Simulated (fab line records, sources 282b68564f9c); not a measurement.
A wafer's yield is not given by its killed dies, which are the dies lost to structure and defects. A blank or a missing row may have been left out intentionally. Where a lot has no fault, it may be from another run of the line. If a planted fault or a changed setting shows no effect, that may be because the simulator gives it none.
Matching of chambers ; flow ritCmos ; 4 sister chambers for RIT_ACTIVE_ETCH_13 on rieDiel-03
The step etches Si3N4 in SF6, stops on SiO2, time 210 s, target depth 210 nm. 16 wafers are shown with their chamber, then 8 later ones without.

== WAFERS, EACH WITH ITS CHAMBER ==
wafer;chamber;drypumpMotorCurrentA (A);throttleValvePct (%);oesProductAu (a.u.)
L794.2;3;5.3;7.51;0.828
L794.3;1;5.5;7.61;0.833
L794.4;2;5.6;7.48;0.834
L798.2;1;5.5;7.60;0.834
L798.5;1;5.5;7.60;0.826
L798.6;0;5.6;7.61;0.825
L802.1;0;5.6;7.61;0.819
L802.4;1;5.5;7.61;0.828
L802.6;2;5.6;7.46;0.831
L804.1;3;5.3;7.51;0.825
L804.4;2;5.6;7.48;0.833
L804.6;3;5.3;7.50;0.831
L805.2;3;5.3;7.50;0.817
L805.4;1;5.5;7.60;0.813
L805.5;0;5.7;7.60;0.823
L806.1;3;5.3;7.49;0.815

SIGNATURES, as means of the wafers listed above
reading;chamber 0;chamber 1;chamber 2;chamber 3;scatter within a chamber
drypumpMotorCurrentA;5.633;5.500;5.600;5.300;0.0236
throttleValvePct;7.6067;7.6040;7.4733;7.5020;0.00782
oesProductAu;0.82233;0.82680;0.83267;0.82320;0.00645
Rule: a wafer's distance from a chamber is the root of the sum, over the readings, of the square of ((its reading less the chamber's mean) divided by the reading's scatter). The wafer belongs to the nearest chamber; if the next one is less than 2 further off, it can't be placed. How the scatter is found: for the shown wafers, subtract from each reading the mean of its chamber, square and add these, divide the total by (wafers less chambers), then take the root.

== WAFERS WHOSE CHAMBER IS MISSING ==
wafer;drypumpMotorCurrentA (A);throttleValvePct (%);oesProductAu (a.u.)
L806.2;5.6;7.62;0.811
L806.4;5.6;7.48;0.819
L808.1;5.5;7.47;0.839
L808.2;5.3;7.50;0.808
L808.4;5.3;7.51;0.817
L809.1;5.6;7.49;0.818
L809.5;5.3;7.50;0.814
L809.6;5.6;7.48;0.829

== THE CHAMBER EACH PASSED THROUGH ==
wafer;from the rows above;in truth
L806.2;0;0
L806.4;2;2
L808.1;2;2
L808.2;3;3
L808.4;3;3
L809.1;2;2
L809.5;3;3
L809.6;2;2
8 of 8 placed correctly. Number that these rows cannot place: 0. Placed wrongly: 0.
